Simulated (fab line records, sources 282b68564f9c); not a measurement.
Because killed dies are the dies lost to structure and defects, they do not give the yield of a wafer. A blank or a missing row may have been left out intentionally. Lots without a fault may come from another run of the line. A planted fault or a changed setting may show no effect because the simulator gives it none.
Which tool is to blame? -- flow rit-cmos -- Sampling: 7 lots, 21 wafers, 3 of 202 route steps

== WHAT EACH GAUGE READ, for each wafer ==
RIT_CONTACT_CD_MEAS_08 targets a cd of 1000 nm.
lot,measured,on,cd-nm (nm)
L272,day 3 18:53,cd-sem-02,1000.5 999.6 1002.1
L275,day 4 08:16,cd-sem-02,1001.2 1001.4 998.8
L277,day 4 15:32,cd-sem-02,998.2 998.4 1000.6
L279,day 5 01:13,cd-sem-01,- - -
L285,day 6 07:22,cd-sem-01,997.2 996.9 995.2
L288,day 7 03:20,cd-sem-02,997.3 997.9 997.9
L293,day 7 23:50,cd-sem-01,1003.7 1003.7 1004.9

== WHICH TOOL RAN EACH LOT (tool, then ch and the chambers of the sampled wafers, then the start) ==
lot,RIT_PLDD_STRIP_09,RIT_CONTACT_COAT_03
L272,"plasma-asher-01 ch 0,1, day 3 10:24","litho-track-03 ch 0, day 3 17:57"
L275,"plasma-asher-04 ch 0,1, day 3 23:45","litho-track-01 ch 0, day 4 07:19"
L277,"plasma-asher-03 ch 0,1, day 4 07:07","litho-track-03 ch 0, day 4 14:44"
L279,"plasma-asher-01 ch 0,1, day 4 16:36","litho-track-02, day 5 00:09"
L285,"plasma-asher-04 ch 0,1, day 5 23:02","litho-track-02 ch 0, day 6 06:34"
L288,"plasma-asher-01 ch 0,1, day 6 18:52","litho-track-03 ch 0, day 7 02:23"
L293,"plasma-asher-03 ch 0, day 7 14:47","litho-track-02 ch 0, day 7 23:02"
- RIT_PLDD_STRIP_09: strips in O2, time 180 s.
- RIT_CONTACT_COAT_03: resist thk 1000 nm.

== THE ANSWER, worked out from the rows above alone ==
Rule: what is usual is taken from the lots themselves. Put in order of their means at a reading, lots are off if they are a third of the lots or fewer, leave a main group of 4 or more, and stand apart from it by a gap of 3 or more times the standard deviation of the main group's means; of several such gaps the widest counts. Not used: any main group whose means are identical at the precision the tables above print for the reading. Also off: a lot with no number at a reading for which 4 or more lots have one. Any other lot the step has rows for is counted as sound.
Off at RIT_CONTACT_CD_MEAS_08 (cd-nm): L279. Without a number there: L279. The main group: mean 999.8 nm, standard deviation 2.5.
A tool fits if, at a process step before that reading, it ran every lot that is off, and no sound lot after the first of them. Gauges at RIT_CONTACT_CD_MEAS_08: tried the same way as those tools. Not one of the candidates tried fits.

== WHAT WAS PUT IN BY THE SIMULATOR ==
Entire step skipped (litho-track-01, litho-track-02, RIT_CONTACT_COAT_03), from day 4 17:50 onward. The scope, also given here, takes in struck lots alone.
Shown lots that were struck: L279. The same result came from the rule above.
